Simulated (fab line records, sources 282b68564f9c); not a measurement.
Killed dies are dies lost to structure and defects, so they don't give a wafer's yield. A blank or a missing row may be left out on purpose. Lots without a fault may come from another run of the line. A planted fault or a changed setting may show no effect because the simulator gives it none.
fab line records | flow rit_cmos
record lots=5 wafers=15 last_day=7
route steps=202 shown ACTIVE@2 M1@202
lots that met no fault: from a run of the same line without faults
start_h: hours from the record's first day to the start of the lot's first wafer shown | wait_h: hours since the lot's step before | " the same as in the row above | L1.1+2: a row that stands for several wafers | - no value, or no start given | * or withheld: withheld | < > ~ a bound
route shown NAME@n: a module of which the file shows steps, and the number in the route of the first | usual: mean/standard deviation of fault-free wafers | same: alike in all rows | chamber/n: place in a boat | sites: the reading at each site | _std_site: their standard deviation | _edge_site: outer sites' mean less inner sites' | radius_mm: how far each site lies from the wafer's centre | mask NAME#n: copy n | behind: the tool/chamber that last shaped the wafer | hold: why the lot was held/for how many hours/how that ended | device: the transistor (n, p or np) that didn't switch | end of line: the same wafers' tests at the end of the route | a step without rows: its recipe alone | killed: dies lost to structure and defects at the first sort, not the wafer's yield | map: a wafer's dies, x killed, . not, _ none there
set.NAME: the setting as run; set.NAME@STEP: as run at that earlier step | model.NAME: the simulator's own value behind a step, which no gauge read
lots at some steps of the route; a table a step, a row a wafer
services: from which hour (start_h, from the record's first day; less than 0 if before it) a tool's chamber was out of use, for how many hours, and why
## steps
# step RIT_ACTIVE_OXIDATION_01
# recipe temp_c=1000 ambient=O2 target_thk_a=468 ox_time_s=3360
# step RIT_ACTIVE_THK_MEAS_02
# recipe reads=SiO2_of_ACTIVE_OXIDATION_01
# usual ACTIVE_OXIDE_THK=47.2/0.98
# columns lot.wafer tool chamber start_h wait_h ACTIVE_OXIDE_THK[nm]
L596.2 film_metro-03 - 27.06 0.0 47.7
L596.3 " - " " 48.0
L596.5 " - " " 47.6
L599.1 film_metro-01 - 42.05 0.0 46.9
L599.2 " - " " 47.4
L599.5 " - " " 47.0
L607.1 film_metro-03 - 82.05 0.0 46.6
L607.5 " - " " 46.6
L607.6 " - " " 46.3
L611.1 film_metro-01 - 104.48 0.0 47.6
L611.2 " - " " 46.9
L611.6 " - " " 46.3
L614.2 film_metro-03 - 117.06 0.0 49.1
L614.4 " - " " 48.9
L614.5 " - " " 49.9
# step RIT_ACTIVE_CVD_03
# recipe material=Si3N4 target_thk_nm=150 temp_c=810 precursor=SiH2Cl2/NH3 time_s=1440 pressure_mtorr=300 sih2cl2_flow_sccm=60 nh3_flow_sccm=150
# step RIT_ACTIVE_THK_MEAS_04
# recipe reads=Si3N4_of_ACTIVE_CVD_03
# usual ACTIVE_NITRIDE_THK=143.9/1.4
# columns lot.wafer tool chamber start_h wait_h ACTIVE_NITRIDE_THK[nm]
L596.2 film_metro-02 - 28.54 0.0 143.8
L596.3 " - " " 144.9
L596.5 " - " " 142.6
L599.1 film_metro-02 - 43.53 0.0 145.4
L599.2 " - " " 145.8
L599.5 " - " " 146.1
L607.1 film_metro-02 - 83.53 0.0 142.7
L607.5 " - " " 143.0
L607.6 " - " " 143.1
L611.1 film_metro-01 - 105.95 0.0 143.4
L611.2 " - " " 144.0
L611.6 " - " " 144.8
L614.2 film_metro-02 - 118.54 0.0 145.8
L614.4 " - " " 146.1
L614.5 " - " " 144.7
# step RIT_ACTIVE_HMDS_05
# recipe prime_time_s=60 prime_temp_c=140
# step RIT_ACTIVE_COAT_06
# recipe resist=NOVOLAK spin_rpm=3250 resist_thk_nm=1000
# step RIT_ACTIVE_SOFTBAKE_07
# recipe resist=NOVOLAK temp_c=90 time_s=60
# step RIT_ACTIVE_EXPOSE_08
# recipe mask_id=M1 na=0.6 source_shape=conventional sigma_outer=0.6 target_cd_nm=1400 dose_mj=225
# step RIT_ACTIVE_PEB_09
# recipe resist=NOVOLAK temp_c=withheld time_s=withheld
# step RIT_ACTIVE_DEVELOP_10
# recipe resist=NOVOLAK develop_time_s=50 dev_temp_c=23
# step RIT_ACTIVE_CD_MEAS_11
# recipe target_cd_nm=1400
# usual cd_nm=1400.0/2.4
# columns lot.wafer tool chamber start_h wait_h cd_nm
L596.2 cd_sem-01 - 29.46 - 1401.0
L596.3 " - " " 1400.1
L596.5 " - " " 1401.4
L599.1 cd_sem-01 - 44.44 - 1402.1
L599.2 " - " " 1401.3
L599.5 " - " " 1399.8
L607.1 cd_sem-02 - 84.44 - 1398.1
L607.5 " - " " 1399.1
L607.6 " - " " 1401.1
L611.1 cd_sem-02 - 106.99 - 1395.8
L611.2 " - " " 1396.2
L611.6 " - " " 1394.2
L614.2 cd_sem-02 - 119.58 - 1399.5
L614.4 " - " " 1398.2
L614.5 " - " " 1399.2
# step RIT_ACTIVE_HARDBAKE_12
# recipe resist=NOVOLAK temp_c=140 time_s=60
# step RIT_ACTIVE_ETCH_13
# recipe stop_on=SiO2 chemistry=SF6 target=Si3N4 time_s=210 over_etch_frac=0.4 SF6_flow_sccm=200 pressure_mtorr=260 rf_w=127.3 target_depth_a=2100
# usual drypump_motor_current_A=5.97/0.3 oes_product_au=0.801/0.013 over_etch_frac=0.4/0 throttle_valve_pct=7.42/0.13
# columns lot.wafer tool chamber start_h wait_h drypump_motor_current_A oes_product_au over_etch_frac rf_hours_counter_h throttle_valve_pct
L596.2 rie_diel-02 2 29.71 0.1 5.69 0.821 0.4 55 7.49
L596.3 " 1 " " 6.47 0.794 0.4 2 7.45
L596.5 " 3 " " 5.54 0.804 0.4 - 7.32
L599.1 rie_diel-01 1 44.71 0.1 6.23 0.797 0.4 4 7.31
L599.2 " 0 " " 6.22 0.820 0.4 26 7.37
L599.5 " 0 " " 6.26 0.825 0.4 - 7.39
L607.1 rie_diel-01 0 84.71 0.1 6.23 0.815 0.4 27 7.38
L607.5 " 2 " " 5.84 0.791 0.43833 - 7.51
L607.6 " 3 " " 5.82 0.799 0.4 - 7.51
L611.1 rie_diel-02 2 107.26 0.1 5.72 0.813 0.4 56 7.50
L611.2 " 0 " " 5.99 0.777 0.4 22 7.46
L611.6 " 0 " " 6.00 0.780 0.4 - 7.48
L614.2 rie_diel-03 0 119.83 0.1 6.26 0.811 0.4 48 7.49
L614.4 " 1 " " 5.73 0.804 0.4 39 7.70
L614.5 " 0 " " 6.25 0.806 0.4 - 7.48
# step RIT_ACTIVE_STRIP_14
# recipe chemistry=O2 time_s=180 resist=NOVOLAK platen_temp_c=withheld power_w=500 pressure_mtorr=4000 o2_flow_sccm=4000
# usual drypump_motor_current_A=5.91/0.26
# columns lot.wafer tool chamber start_h wait_h drypump_motor_current_A rf_hours_counter_h
L596.2 plasma_asher-02 1 29.84 0.1 6.03 40
L596.3 " 1 " " 6.04 -
L596.5 " 1 " " 6.02 -
L599.1 plasma_asher-01 0 44.84 0.1 6.16 37
L599.2 " 1 " " 5.23 37
L599.5 " 1 " " 5.22 -
L607.1 plasma_asher-01 0 84.84 0.1 6.20 41
L607.5 " 1 " " 5.24 -
L607.6 " 0 " " 6.19 -
L611.1 plasma_asher-03 0 107.39 0.1 6.13 34
L611.2 " 1 " " 5.74 34
L611.6 " 0 " " 6.12 -
L614.2 plasma_asher-03 1 119.97 0.1 5.74 36
L614.4 " 1 " " 5.74 -
L614.5 " 1 " " 5.78 -
# step RIT_M1_PROBE_99
# usual killed_at_contacts=0.1/0.29 killed_at_front_end=6.3/2.8 killed_dies=6.4/2.8 killed_open=3.3/1.7 killed_short=3.1/1.9
# same gross_dies=264 killed_at_M0_to_M3=0 killed_at_M4_up=0 killed_at_back_side=0 killed_at_other=0
# columns lot.wafer tool chamber start_h wait_h killed_at_contacts killed_at_front_end killed_dies killed_open killed_short
L596.2 prober-02 - 71.02 0.1 0 8 8 3 5
L596.3 prober-02 - 71.07 0.2 0 7 7 4 3
L596.5 prober-02 - 71.17 0.2 0 7 7 5 2
L599.1 prober-01 - 87.05 0.1 0 2 2 2 0
L599.2 prober-01 - 87.10 0.1 0 4 4 3 1
L599.5 prober-01 - 87.25 0.2 0 6 6 3 3
L607.1 prober-02 - 128.67 0.1 0 4 4 4 0
L607.5 prober-02 - 128.87 0.2 0 9 9 5 4
L607.6 prober-02 - 128.92 0.2 0 6 6 3 3
# killed by level:class
L596.2 GATE:geometric_particle:short=2 GATE:geometric_particle:open=2 FOX1:geometric_particle:short=1 REOX:geometric_particle:short=1 SILICIDE:geometric_particle:short=1 SILICIDE:geometric_particle:open=1
L596.3 GATE:geometric_particle:short=2 SPACER:geometric_particle:open=2 FOX1:geometric_particle:open=1 GATE:geometric_particle:open=1 SPACER:geometric_particle:short=1
L596.5 GATE:geometric_particle:open=3 FOX2:geometric_particle:short=1 SPACER:geometric_particle:open=1 SILICIDE:geometric_particle:open=1 SILICIDE:geometric_particle:short=1
L599.1 GATE:geometric_particle:open=1 SILICIDE:geometric_particle:open=1
L599.2 FOX2:geometric_particle:open=2 GATE:geometric_particle:short=1 REOX:geometric_particle:open=1
L599.5 GATE:geometric_particle:short=2 FOX1:geometric_particle:short=1 FOX2:geometric_particle:open=1 SPACER:geometric_particle:open=1 SILICIDE:geometric_particle:open=1
L607.1 SPACER:geometric_particle:open=3 GATE:geometric_particle:open=1
L607.5 GATE:geometric_particle:short=2 GATE:geometric_particle:open=2 REOX:geometric_particle:open=2 FOX1:geometric_particle:open=1 FOX1:geometric_particle:short=1 FOX2:geometric_particle:short=1
L607.6 GATE:geometric_particle:short=2 SPACER:geometric_particle:open=2 FOX1:geometric_particle:short=1 REOX:geometric_particle:open=1
## services
# columns tool chamber start_h hours kind
rie_diel-03 2 24.80 7.3 repair
rie_diel-02 0 60.45 4.0 repair
plasma_asher-03 - 71.77 2.8 pm
rie_diel-02 3 101.76 7.7 repair
rie_diel-03 - 105.71 4.3 pm
plasma_asher-01 - 108.75 9.0 pm
plasma_asher-01 0 108.75 9.0 vent_cycle
plasma_asher-01 1 108.75 9.0 vent_cycle
rie_diel-02 - 110.99 0.8 repair
plasma_asher-01 0 117.75 - clean
plasma_asher-01 1 117.75 - clean
## key
first_sign step=RIT_ACTIVE_ETCH_13 reading=over_etch_frac direction=up sigmas=99+ usual=0.4 struck=0.43833
effect none on later readings
met_at RIT_ACTIVE_ETCH_13
struck_wafers L607.5
tester_left_out L607
fault kind=process_parameter_drift tool=rie_diel-01 chamber=2 onset_h=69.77 steps=RIT_ACTIVE_ETCH_13 channel=over_etch_frac offset=0.038327 shape=step end_h=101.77 acts_in=these_recipes_only stated=0.4
# tester_left_out: of these lots the tester's yield and bins aren't shown, on N5 and GAA mostly nor the transistor test; their killed dies are dies lost to structure and defects alone, not to doping, threshold or leakage, so they don't give the yield
